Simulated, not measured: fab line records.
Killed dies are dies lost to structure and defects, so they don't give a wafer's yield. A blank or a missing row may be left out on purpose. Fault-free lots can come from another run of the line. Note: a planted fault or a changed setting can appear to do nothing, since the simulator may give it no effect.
fab line records	flow berkeleyCmos170
[record] lots = 14	wafers = 42	lastDay = 11
route steps=331 shown ZERO@11
lots with no fault: from the same line, run without faults
startH: hours from the record's first day to the start of the lot's first wafer shown	waitH: time in hours since the lot's previous step	" as in the row above	L1.1+2: one row covering several wafers at once	- no value, or no start given	* or withheld: withheld	< > ~ a bound
route shown NAME@n: names a module that has steps shown in the file, with the first one's number in the route	usual: the fault-free wafers' mean and standard deviation	same: alike in all rows	chamber/n: place in a boat	sites: per-site readings	_std_site: their standard deviation	_edge_site: outer sites' mean less inner sites'	radiusMm: for every site, how far away it sits from the centre of the wafer	mask NAME#n: copy n	behind: the tool/chamber that last shaped the wafer	hold: the reason the lot was held/the length of the hold in hours/how it ended	device: the transistor (n, p or np) that didn't switch	end of line: at the end of the route, the tests of the same wafers	for a step that has no rows: nothing shown but its recipe	killed: at the first sort, the dies lost to defects and structure; wafer yield is something else	map: the dies of a wafer, with x for killed, . for not killed, _ for no die there
set.NAME: the setting the step ran with; set.NAME@STEP: the setting that earlier step ran with	model.NAME: the simulator's own value behind a step, which no gauge read
route steps across a sampled set of lots; one table per step, one row per wafer
services: the hour from which a tool's chamber was out of use, counted from the record's first day as startH (under 0 if before that day), plus the number of hours and why
[[steps]]
[step UCB170_ZERO_DEVELOP_05]
[recipe] developer = TMAH	developTimeS = 45	resist = KrF	devTempC = 21
[usual] chillPlateTempC = 22.98/0.12	developTimeS = 45/0
lot.wafer	tool	chamber	startH	waitH	chillPlateTempC	developTimeS
L963.1	lithoTrack-02	0	26	-	22.96	45
L963.2	"	0	"	"	22.91	45
L963.3	"	0	"	"	22.94	45
L964.1	lithoTrack-04	0	29	-	22.80	45
L964.4	"	0	"	"	22.99	45
L964.6	"	0	"	"	23.23	45
L965.3	lithoTrack-04	0	34	-	23.00	45
L965.5	"	0	"	"	23.13	45
L965.6	"	0	"	"	23.04	45
L966.1	lithoTrack-04	0	42	-	22.90	45
L966.4	"	0	"	"	22.79	45
L966.5	"	0	"	"	22.91	45
L967.1	lithoTrack-02	0	44	-	22.85	45
L967.2	"	0	"	"	22.93	45
L967.5	"	0	"	"	22.96	45
L968.1	lithoTrack-02	0	50	-	23.06	45
L968.3	"	0	"	"	23.09	45
L968.4	"	0	"	"	22.90	45
L969.3	lithoTrack-02	0	53	-	23.06	45
L969.4	"	0	"	"	23.03	45
L969.5	"	0	"	"	23.13	45
L978.4	lithoTrack-02	-	99	-	-	-
L978.5	"	-	"	"	-	-
L978.6	"	-	"	"	-	-
L979.1	lithoTrack-03	-	106	-	-	-
L979.2	"	-	"	"	-	-
L979.6	"	-	"	"	-	-
L980.3	lithoTrack-03	0	111	-	22.89	45
L980.4	"	0	"	"	23.16	45
L980.6	"	0	"	"	23.00	45
L981.1	lithoTrack-04	0	115	-	22.95	45
L981.4	"	0	"	"	23.03	45
L981.6	"	0	116	-	22.88	45
L982.1	lithoTrack-02	0	120	-	23.00	45
L982.2	"	0	"	"	23.08	45
L982.3	"	0	"	"	23.12	45
L983.1	lithoTrack-03	0	124	-	22.96	45
L983.5	"	0	"	"	22.95	45
L983.6	"	0	125	-	22.90	45
L985.1	lithoTrack-04	0	134	-	22.98	45
L985.3	"	0	"	"	22.81	45
L985.4	"	0	"	"	22.75	45
[step UCB170_ZERO_ETCH_06]
[recipe] chemistry = CHF3/CF4/Ar	target = SiO2	timeS = 12	pressureMtorr = 100	rfW = 500	CHF3_flow_sccm = 50	cf4FlowSccm = 10	Ar_flow_sccm = 120	overEtchFrac = 1.58
[usual] drypumpMotorCurrentA = 5.7/0.45	oesProductAu = 0.615/0.011	throttleValvePct = 9.26/0.16
[same] timeS = 12
lot.wafer	tool	chamber	startH	waitH	drypumpMotorCurrentA	oesProductAu	rfHoursCounterH	throttleValvePct
L963.1	rieDiel-04	1	26.13	-	5.2	0.635	73	9.34
L963.2	"	2	"	"	6.2	0.606	136	9.18
L963.3	"	3	"	"	5.9	0.615	4	9.09
L964.1	rieDiel-04	0	29.23	-	5.6	0.624	30	8.98
L964.4	"	2	"	"	6.3	0.609	136	9.17
L964.6	"	3	"	"	5.9	0.603	-	9.10
L965.3	rieDiel-03	0	34.99	-	5.0	0.617	11	9.24
L965.5	"	0	"	"	5.0	0.629	-	9.22
L965.6	"	3	"	"	6.1	0.601	-	9.34
L966.1	rieDiel-03	2	42.26	-	6.2	0.601	31	9.33
L966.4	"	0	"	"	5.0	0.616	11	9.23
L966.5	"	0	"	"	5.0	0.619	-	9.23
L967.1	rieDiel-02	1	44.66	-	6.4	0.628	147	9.32
L967.2	"	0	"	"	5.5	0.613	14	9.49
L967.5	"	3	"	"	6.0	0.609	-	9.24
L968.1	rieDiel-04	2	50.90	-	6.3	0.613	137	9.19
L968.3	"	1	"	"	5.2	0.631	74	9.35
L968.4	"	3	"	"	6.0	0.612	6	9.11
L969.3	rieDiel-03	1	53.98	-	5.3	0.631	28	8.99
L969.4	"	2	"	"	6.2	0.604	32	9.33
L969.5	"	0	"	"	5.0	0.619	-	9.22
L978.4	rieDiel-02	2	99.74	-	5.3	0.370	33	9.44
L978.5	"	3	"	"	6.1	0.370	-	9.22
L978.6	"	0	"	"	5.6	0.372	-	9.48
L979.1	rieDiel-04	1	106.28	-	5.1	0.387	77	9.33
L979.2	"	0	"	"	5.6	0.385	34	8.97
L979.6	"	3	"	"	6.0	0.372	-	9.09
L980.3	rieDiel-02	3	111.72	-	6.0	0.610	111	9.24
L980.4	"	1	"	"	6.4	0.625	150	9.32
L980.6	"	1	"	"	6.4	0.618	-	9.31
L981.1	rieDiel-02	3	116.04	-	6.1	0.610	111	9.25
L981.4	"	2	"	"	5.3	0.612	-	9.46
L981.6	"	3	"	"	6.1	0.599	-	9.26
L982.1	rieDiel-02	3	120.95	-	6.0	0.602	111	9.24
L982.2	"	0	"	"	5.6	0.619	18	9.49
L982.3	"	2	"	"	5.3	0.613	34	9.46
L983.1	rieDiel-03	3	125.03	-	6.0	0.602	39	9.31
L983.5	"	3	"	"	6.0	0.605	-	9.32
L983.6	"	0	"	"	5.0	0.621	-	9.21
L985.1	rieDiel-02	0	134.85	-	5.6	0.611	19	9.48
L985.3	"	3	"	"	6.1	0.602	112	9.25
L985.4	"	1	"	"	6.4	0.620	151	9.31
[step UCB170_ZERO_STRIP_07]
[recipe] chemistry = O2	powerW = 400	pressureMtorr = 3500	platenTempC = withheld	o2FlowSccm = 400	overashFraction = 0.5
[usual] drypumpMotorCurrentA = 5.6/0.49	oesProductAu = 0.727/0.0046	stripTimeToEndpointS = 21.48/0.056
lot.wafer	tool	chamber	startH	waitH	drypumpMotorCurrentA	oesProductAu	rfHoursCounterH	stripTimeToEndpointS
L963.1	plasmaAsher-03	1	26.15	0.0	5.1	0.729	23	21.50
L963.2	"	0	"	"	6.3	0.725	23	21.50
L963.3	"	0	"	"	6.3	0.727	-	21.53
L964.1	plasmaAsher-04	0	29.25	0.0	5.8	0.728	31	21.44
L964.4	"	1	"	"	6.1	0.726	-	21.43
L964.6	"	1	"	"	6.1	0.736	-	21.41
L965.3	plasmaAsher-04	1	35.04	0.0	6.1	0.725	-	21.43
L965.5	"	0	"	"	5.8	0.721	-	21.39
L965.6	"	1	"	"	6.1	0.726	-	21.45
L966.1	plasmaAsher-04	1	42.28	0.0	6.1	0.727	33	21.60
L966.4	"	0	"	"	5.8	0.722	-	21.59
L966.5	"	0	"	"	5.8	0.725	-	21.48
L967.1	plasmaAsher-04	1	44.68	0.0	6.1	0.726	33	21.49
L967.2	"	0	"	"	5.8	0.727	33	21.49
L967.5	"	1	"	"	6.1	0.724	-	21.44
L968.1	plasmaAsher-01	0	50.93	0.0	5.3	0.716	32	21.47
L968.3	"	1	"	"	5.2	0.724	-	21.44
L968.4	"	0	"	"	5.3	0.727	-	21.46
L969.3	plasmaAsher-01	1	54.03	0.0	5.1	0.722	-	21.51
L969.4	"	0	"	"	5.3	0.721	-	21.56
L969.5	"	1	"	"	5.1	0.725	-	21.49
L978.4	plasmaAsher-01	0	99.80	0.0	5.3	0.731	-	21.83
L978.5	"	1	"	"	5.2	0.716	-	21.89
L978.6	"	0	"	"	5.3	0.730	-	21.84
L979.1	plasmaAsher-03	0	106.31	0.0	6.3	0.725	33	21.75
L979.2	"	1	"	"	5.0	0.723	33	21.76
L979.6	"	0	"	"	6.3	0.735	-	21.80
L980.3	plasmaAsher-04	0	111.78	0.0	5.8	0.728	-	21.63
L980.4	"	1	"	"	6.1	0.736	-	21.56
L980.6	"	1	"	"	6.1	0.728	-	21.50
L981.1	plasmaAsher-04	0	116.06	0.0	5.8	0.724	41	21.46
L981.4	"	0	"	"	5.8	0.720	-	21.50
L981.6	"	1	"	"	6.1	0.724	-	21.47
L982.1	plasmaAsher-01	0	120.97	0.0	5.3	0.730	0	21.43
L982.2	"	1	"	"	5.2	0.719	0	21.42
L982.3	"	0	"	"	5.3	0.732	-	21.42
L983.1	plasmaAsher-03	0	125.06	0.0	6.3	0.727	36	21.54
L983.5	"	1	"	"	5.0	0.721	-	21.57
L983.6	"	0	"	"	6.3	0.737	-	21.52
L985.1	plasmaAsher-01	1	134.87	0.0	5.2	0.727	2	21.46
L985.3	"	0	"	"	5.3	0.723	-	21.47
L985.4	"	1	"	"	5.2	0.731	-	21.43
[[services]]
tool	chamber	startH	hours	kind
rieDiel-04	-	26.77	0.9	repair
plasmaAsher-01	-	31.19	9.4	repair
rieDiel-03	-	94.63	2.8	pm
plasmaAsher-01	-	108.78	9.0	pm
plasmaAsher-01	0	108.78	9.0	ventCycle
plasmaAsher-01	1	108.78	9.0	ventCycle
rieDiel-02	1	115.61	8.8	repair
plasmaAsher-01	0	117.78	-	clean
plasmaAsher-01	1	117.78	-	clean
plasmaAsher-04	-	124.88	0.6	repair
[[key]]
[firstSign] step = UCB170_ZERO_DEVELOP_05	reading = toolRecord	direction = missing
[effect] step = UCB170_ZERO_ETCH_06	reading = oesProductAu	direction = down	sigmas = 22	usual = 0.615	struck = 0.376
[effect] step = UCB170_ZERO_STRIP_07	reading = stripTimeToEndpointS	direction = up	sigmas = 5.9	usual = *	struck = *
metAt UCB170_ZERO_DEVELOP_05
struckLots L978,L979
laterRowsLeftOut L978.4,L978.5,L978.6,L979.1,L979.2,L979.6
sortLeftOut L978.4,L978.5,L978.6,L979.1,L979.2,L979.6
testerLeftOut L978,L979
onsetBetween 53 99
[fault] kind = skippedStepWhole	tool = lithoTrack-02,lithoTrack-03	chamber = -	onsetH = 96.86	steps = UCB170_ZERO_DEVELOP_05	scope = struckLotsOnly
// testerLeftOut: of these lots the tester's yield and bins aren't shown, on N5 and GAA mostly nor the transistor test; their killed dies are dies lost to structure and defects alone, not to doping, threshold or leakage, so they don't give the yield
// sortLeftOut: the simulated sort isn't trusted on such a fault, so these wafers' sort isn't shown, and their yield isn't known
// laterRowsLeftOut: the simulator's readings of these wafers behind a module that went badly wrong aren't trusted and aren't shown, but for the sort
